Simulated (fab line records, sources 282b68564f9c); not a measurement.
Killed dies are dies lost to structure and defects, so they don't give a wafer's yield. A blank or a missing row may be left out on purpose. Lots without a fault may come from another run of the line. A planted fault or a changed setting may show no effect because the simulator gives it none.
Problem report in the 8D (eight disciplines) form, filled by code | flow rit_cmos | the parts of the form that need people (team, actions taken, sign-off) are left out

1. THE PROBLEM
run_length_s at RIT_CONTACT_SOFTBAKE_04 reads a mean of 82.17 s on 6 wafers of 2 lots; wafers without a fault read 89.00 s with a standard deviation of 0.23. That is -30 standard deviations from the usual mean.
The step: time 60 s.
First seen on wafer L338.2, day 6 16:56, on litho_track-03. The record holds 42 wafers of 14 lots with a number at this step. Rule for "out", or "out of limits": more than 4 standard deviations from the usual mean. The other wafers with a number count as sound.

2. WHAT IT IS AND WHAT IT IS NOT
question                    | is                                 | is not
which readings at this step | run_length_s, heater_power_total_W | -
which lots                  | L338, L342                         | L322, L323, L325, L326, L327, L328, L331, L332, L333, L334, L335, L337
which wafers of those lots  | all that have a number             | -
read on which tools         | litho_track-03                     | litho_track-02, litho_track-04
when                        | from day 6 16:56                   | up to then (36 sound wafers)

3. SUSPECTS, AND WHAT RULES EACH OUT
Counting: a tool at a process step up to the reading stays a suspect if it ran every lot that is out and no sound lot after the first of them.
- pvd_sputter-04 at RIT_SILICIDE_SPUTTER_01 (material Ti, target thk 30 nm, time 240 s): kept. It ran every lot that is out, first L338 (day 6 15:59), and no sound lot after that; its last sound lot up to then is L334 (day 5 20:04).
- litho_track-03 at RIT_CONTACT_SOFTBAKE_04 (time 60 s): kept. It ran every lot that is out, first L338 (day 6 16:56), and no sound lot after that; its last sound lot up to then is L335 (day 6 01:40). Its own readings are out on those wafers: heater_power_total_W, run_length_s.
Left after counting: pvd_sputter-04 at RIT_SILICIDE_SPUTTER_01, litho_track-03 at RIT_CONTACT_SOFTBAKE_04.

4. THE CAUSE (what the simulator had put in)
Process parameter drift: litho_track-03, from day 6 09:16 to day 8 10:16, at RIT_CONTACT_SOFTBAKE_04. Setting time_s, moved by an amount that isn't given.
Counting left 2 suspects, and this tool is among them.

5. THE CHAIN OF EFFECTS, in route order
Each row: a reading whose mean over the struck wafers that have a number lies more than 3 standard deviations from the usual. Only readings for which the record gives a usual standard deviation are gone through. hours: the time from each lot's start at the first step in this table that gives one to its start at this step, as a median over the lots. sigmas: the change in usual standard deviations.
hours | step                    | reading              | usual   | on struck wafers | change | sigmas
0     | RIT_CONTACT_SOFTBAKE_04 | heater_power_total_W | 34.56 W | 35.75            | +1.19  | +24
0     | RIT_CONTACT_SOFTBAKE_04 | run_length_s         | 89.00 s | 82.17            | -6.83  | -30
The process steps in it:
- RIT_CONTACT_SOFTBAKE_04: time 60 s.

6. WHAT WOULD HAVE CAUGHT IT SOONER
In this record the first reading out of limits was taken at day 6 16:56, 8 hours after the fault began at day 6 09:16.
